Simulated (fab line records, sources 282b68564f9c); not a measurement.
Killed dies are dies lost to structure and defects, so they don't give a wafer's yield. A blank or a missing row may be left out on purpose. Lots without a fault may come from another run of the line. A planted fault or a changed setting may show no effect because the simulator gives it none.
One fault seen from 2 desks | flow rit_cmos | each desk has only its own numbers; what lay behind them comes last

THE METROLOGY DESK
What the gauges read, lot by lot, whatever tool the lot ran on: means of the sampled wafers that have a number. A lot is out of limits, marked OUT, if its mean lies more than 4 standard deviations from the usual mean; the brackets give that distance.
Columns: A = FIELD_OXIDE_LEFT_1_THK at RIT_FOX2_THK_MEAS_90, usual 322 nm; B = PWELL_OVL at RIT_PWELL_OVL_MEAS_06, usual -0.5 nm; C = PWELL_RS at RIT_WELLDRIVE_RS_MEAS_02, usual 428.3 ohm/sq
lot  | first seen here | A   | B    | C
L622 | day 1 19:21     | 312 | -1.6 | 429.3
L624 | day 2 05:23     | 319 | -0.8 | 429.6
L629 | day 3 07:20     | 320 | -2.7 | 428.3
L630 | day 3 21:26     | 324 | 1.1  | 428.3
L631 | day 4 00:23     | 319 | -0.2 | 428.6
L632 | day 4 00:23     | 314 | -0.5 | 428.1
L638 | day 5 03:14     | 323 | 0.8  | 427.1
L640 | day 5 14:38     | 315 | -0.3 | 428.0
L641 | day 5 20:50     | 326 | -3.5 | 426.9
L642 | day 5 23:37     | 318 | 0.4  | 427.7
L643 | day 6 05:36     | 314 | -0.8 | 429.1
L645 | day 6 15:23     | 317 | -1.5 | 426.9
This desk's finding: nothing out of limits on any of the 12 lots.

THE TOOL OWNER'S DESK: furnace-04
The tool's own readings at RIT_ACTIVE_OXIDATION_01 (target thk 46.8 nm, ox time 3360 s): means of the sampled wafers that have a number, for each lot that ran on this tool. A lot is out of limits, marked OUT, if its mean lies more than 4 standard deviations from the usual mean; the brackets give that distance.
Columns: A = ox_temp_c at RIT_ACTIVE_OXIDATION_01, usual 994.4 C; B = ox_temp_c_max at RIT_ACTIVE_OXIDATION_01, usual 999.1; C = zone_power_source_pct at RIT_ACTIVE_OXIDATION_01, usual 36.2 %
lot  | first seen here | A     | B     | C
L624 | day 1 20:07     | 994.8 | 997.4 | 37.0
L629 | day 2 21:07     | 994.2 | 997.8 | 36.5
This desk's finding: nothing out of limits on any of the 2 lots.

PUT TOGETHER
The metrology desk saw nothing out of limits.
The tool owner's desk saw nothing out of limits.

WHAT THE SIMULATOR HAD PUT IN
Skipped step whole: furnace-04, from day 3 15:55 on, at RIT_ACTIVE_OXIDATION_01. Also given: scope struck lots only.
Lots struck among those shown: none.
